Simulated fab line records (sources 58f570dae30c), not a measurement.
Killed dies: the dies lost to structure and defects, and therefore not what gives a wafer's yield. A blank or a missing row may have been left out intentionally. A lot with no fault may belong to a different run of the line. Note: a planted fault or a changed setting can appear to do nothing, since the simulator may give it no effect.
Split-lot trial    flow berkeley_cmos170    route with 331 steps; 5 lots, 23 wafers read

THE SPLIT ITSELF
At UCB170_V2_CVD_00 (deposits SiO2 from TEOS/O2, target thk 2000 nm, time 250 s), the setting time_s was moved away from the recipe's 250 s on 12 of the 23 wafers read, by +5.6% to +14.6%. This setting was run at the recipe's value on the other wafers.

Split to reading: the file shows no intervening step.

THE READING
At UCB170_V2_THK_MEAS_01: V2_TEOS_THK, given in nm. Fault-free wafers of this fab line usually give 2008 nm, standard deviation 26 nm.

wafer   tool, chamber at the split  time_s as run, s  against the recipe  V2_TEOS_THK, nm  against lot-mates on the recipe
L078.1  pecvd-01, 0                 250               recipe              1972             -
L078.2  pecvd-01, 2                 285.4             +14.2%              2277             +308
L078.3  pecvd-01, 1                 250               recipe              1965             -
L078.4  pecvd-01, 1                 285.4             +14.2%              2282             +314
L078.5  pecvd-01, 0                 285.4             +14.2%              2293             +324
L083.1  pecvd-03, 2                 264               +5.6%               2107             +98
L083.2  pecvd-03, 0,2               264               +5.6%               2083             +74
L083.4  pecvd-03, 0,2               264               +5.6%               2132             +123
L083.5  pecvd-03, 1                 250               recipe              2008             -
L083.6  pecvd-03, 0                 250               recipe              2010             -
L082.1  pecvd-02, 1                 286.6             +14.6%              2298             +302
L082.2  pecvd-02, 0                 250               recipe              2000             -
L082.3  pecvd-02, 2                 286.6             +14.6%              2260             +264
L082.4  pecvd-02, 0                 286.6             +14.6%              2308             +312
L082.5  pecvd-02, 2                 250               recipe              1993             -
L085.1  pecvd-02, 0                 275.7             +10.3%              2207             +232
L085.2  pecvd-02, 1                 275.7             +10.3%              2208             +234
L085.3  pecvd-02, 2                 250               recipe              1964             -
L085.4  pecvd-02, 2                 250               recipe              1985             -
L085.6  pecvd-02, 1                 275.7             +10.3%              2214             +240
L084.1  pecvd-01, 2                 250               recipe              2024             -
L084.5  pecvd-01, 1                 250               recipe              2015             -
L084.6  pecvd-01, 2                 250               recipe              2050             -
Where a row lists several chambers, the file gives one row for several wafers and doesn't say which wafer went through which chamber.

THE FIT
A straight line over all 23 wafers: V2_TEOS_THK changes by +20.1 nm for each +1% of time_s; r = +0.99; the points scatter about the line by 22 nm.
The same after taking each lot's own level away (the mean of its wafers on the recipe; 23 wafers): +21.4 nm for each +1%; r = +0.99; scatter 19 nm.
That fit puts the effect of the largest move of time_s on the reading at 3.1e+02 nm.
Measured against the standard deviation above, the lots' own levels, which go from 1968.5 to 2029.7 nm, span 2.4 times it.
Consequently the slope shifts little with the lot-to-lot level, the two slopes agreeing.
Check: +313 nm against its lot-mates is what the line predicts for one of the wafers moved furthest among these (+14.6%) when that wafer is left out of the fit. It came out at +302 nm against them.

FURTHER SPLITS ON THESE WAFERS
Before the reading, these wafers also passed through other splits. Each is held against what the fit with the lots' levels taken away leaves over:
other split on the same wafers  wafers away from the commonest value  r with V2_TEOS_THK (lot level and that fit taken away)
UCB170_V1_EXPOSE_09 dose_mj     7                                     -0.40
UCB170_M2_SPUTTER_01 time_s     11                                    +0.15
UCB170_M2_PEB_13 peb_temp_c     9                                     +0.25

THE WHOLE CHAIN: every reading that the file lists as answering this split, in the file's order
step                   what it does                                                reading                                                                    change (the file's fit)               r (the file's)
UCB170_V2_CVD_00       deposits SiO2 from TEOS/O2, target thk 2000 nm, time 250 s  SiO2_of_V2_CVD_00.thk_nm (the simulator's own value, which no gauge read)  +21.3 nm for each +1% of the setting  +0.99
UCB170_V2_THK_MEAS_01                                                              V2_TEOS_THK                                                                +21.2 for each +1% of the setting     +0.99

THE FILE'S OWN FIT
V2_TEOS_THK changes by +21.2 nm for each +1% of time_s, r = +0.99.
